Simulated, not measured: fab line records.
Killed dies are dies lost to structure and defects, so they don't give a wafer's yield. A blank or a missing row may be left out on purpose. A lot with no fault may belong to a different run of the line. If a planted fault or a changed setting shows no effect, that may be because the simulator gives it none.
Which tool was responsible? | flow berkeley cmos170 | Sampling: 14 lots, 42 wafers, 3 of 331 route steps

## WHAT THE GAUGES READ, wafer by wafer
UCB170_NWELL_THK_MEAS_05. Usual: NWELL_NITRIDE_THK typically reads 224.2 nm, with standard deviation 2.1.
lot  | measured    | on            | NWELL_NITRIDE_THK (nm) | flag
L229 | day 2 10:11 | film metro-04 | 224.4 223.1 223.9      |
L228 | day 2 10:12 | film metro-01 | 223.8 221.6 223.7      |
L232 | day 3 03:40 | film metro-01 | 226.8 224.8 224.4      |
L233 | day 3 12:01 | film metro-02 | 224.1 225.0 225.9      |
L235 | day 3 20:40 | film metro-02 | 225.6 225.2 225.9      |
L234 | day 3 20:40 | film metro-01 | 226.7 228.3 224.7      |
L236 | day 4 02:50 | film metro-02 | 223.7 224.7 224.4      |
L237 | day 4 09:19 | film metro-01 | 227.9 227.3 228.5      |
L238 | day 4 19:32 | film metro-04 | 227.4 226.9 226.9      |
L246 | day 5 23:46 | film metro-01 | 224.9 224.7 227.0      |
L248 | day 6 17:24 | film metro-01 | 222.1 221.6 224.0      |
L250 | day 6 17:25 | film metro-04 | 222.8 223.9 222.4      |
L249 | day 6 17:28 | film metro-01 | 224.4 223.8 221.8      |
L251 | day 7 06:58 | film metro-01 | 223.4 223.1 221.8      |

UCB170_NLDD_OVL_MEAS_07. Usual: NLDD_OVL typically reads -1 nm, with standard deviation 5.1.
lot  | measured     | on         | NLDD_OVL (nm) | flag
L229 | day 7 11:05  | overlay-01 | 3 5 0         |
L228 | day 7 10:25  | overlay-02 | 1 3 -2        |
L232 | day 8 01:02  | overlay-02 | -3 -6 -1      |
L233 | day 8 14:44  | overlay-02 | -10 -5 -8     |
L235 | day 8 21:50  | overlay-02 | -9 -6 -8      |
L234 | day 8 21:02  | overlay-01 | -2 1 1        |
L236 | day 8 20:40  | overlay-01 | -2 4 8        |
L237 | day 9 10:17  | overlay-02 | 2 0 -1        |
L238 | day 9 10:31  | overlay-01 | 8 3 -2        |
L246 | day 10 16:44 | overlay-01 | -5 0 -2       |
L248 | day 11 15:04 | overlay-02 | -6 1 -9       |
L250 | day 11 15:47 | overlay-01 | 4 -5 1        |
L249 | day 11 15:27 | overlay-01 | 0 -8 -9       |
L251 | day 11 23:04 | overlay-01 | -1 -15 -12    |

## TOOL THAT RAN EACH LOT (tool first, then ch and the chambers of the sampled wafers, then the start)
lot  | UCB170_ZERO_STRIP_07
L229 | plasma asher-01 ch 0,1, day 1 22:57
L228 | plasma asher-03 ch 0,1, day 1 23:13
L232 | plasma asher-03 ch 0,1, day 2 17:08
L233 | plasma asher-02 ch 0,1, day 3 01:52
L235 | plasma asher-02 ch 0,1, day 3 07:18
L234 | plasma asher-01 ch 0,1, day 3 07:27
L236 | plasma asher-03 ch 0,1, day 3 13:56
L237 | plasma asher-02 ch 0,1, day 3 17:07
L238 | plasma asher-01 ch 0,1, day 4 03:07
L246 | plasma asher-01 ch 0,1, day 5 13:39
L248 | plasma asher-02 ch 1, day 6 03:22
L250 | plasma asher-03 ch 0,1, day 6 08:32
L249 | plasma asher-03 ch 0,1, day 6 08:49
L251 | plasma asher-02 ch 0,1, day 6 19:00
- UCB170_ZERO_STRIP_07: strips in O2.

## WHAT THE TOOLS THEMSELVES READ (means of the sampled wafers that have a number; where no wafer has one, the mark that the record gives instead)
UCB170_ZERO_STRIP_07. Usual: drypump motor current A 5.76 A, standard deviation 0.27; oes product au 0.727 a.u., standard deviation 0.0046; strip time to endpoint s 21.50 s, standard deviation 0.067.
lot  | tool            | drypump motor current A (A) | oes product au (a.u.) | strip time to endpoint s (s) | flag
L229 | plasma asher-01 | 5.74                        | 0.733                 | 21.49                        |
L228 | plasma asher-03 | 5.67                        | 0.727                 | 21.50                        |
L232 | plasma asher-03 | 5.65                        | 0.727                 | 21.47                        |
L233 | plasma asher-02 | 5.89                        | 0.724                 | 21.52                        |
L235 | plasma asher-02 | 5.75                        | 0.726                 | 21.50                        |
L234 | plasma asher-01 | 5.94                        | 0.727                 | 21.55                        |
L236 | plasma asher-03 | 5.66                        | 0.724                 | 21.57                        |
L237 | plasma asher-02 | 5.75                        | 0.726                 | 21.58                        |
L238 | plasma asher-01 | 5.72                        | 0.725                 | 21.50                        |
L246 | plasma asher-01 | 5.75                        | 0.728                 | 21.62                        |
L248 | plasma asher-02 | 6.04                        | 0.729                 | 21.43                        |
L250 | plasma asher-03 | 5.47                        | 0.730                 | 21.49                        |
L249 | plasma asher-03 | 5.45                        | 0.730                 | 21.42                        |
L251 | plasma asher-02 | 5.76                        | 0.730                 | 21.41                        |

## THE ANSWER, worked out from the rows above alone
Rule: lot off if the mean of its wafers having a number is beyond 3 standard deviations from the usual mean. Also off: a lot with no number at a reading for which 4 or more lots have one. All remaining lots with rows at the step are treated as sound. First the gauges in route order, then the tools' own readings, where a lot's mean is used as printed above. At the first step where some lot is off, the reading lying furthest off is the one used; lots without a number count as furthest.
No lot is off at any reading shown: from this, nothing can be told.

## WHAT WAS PUT IN BY THE SIMULATOR
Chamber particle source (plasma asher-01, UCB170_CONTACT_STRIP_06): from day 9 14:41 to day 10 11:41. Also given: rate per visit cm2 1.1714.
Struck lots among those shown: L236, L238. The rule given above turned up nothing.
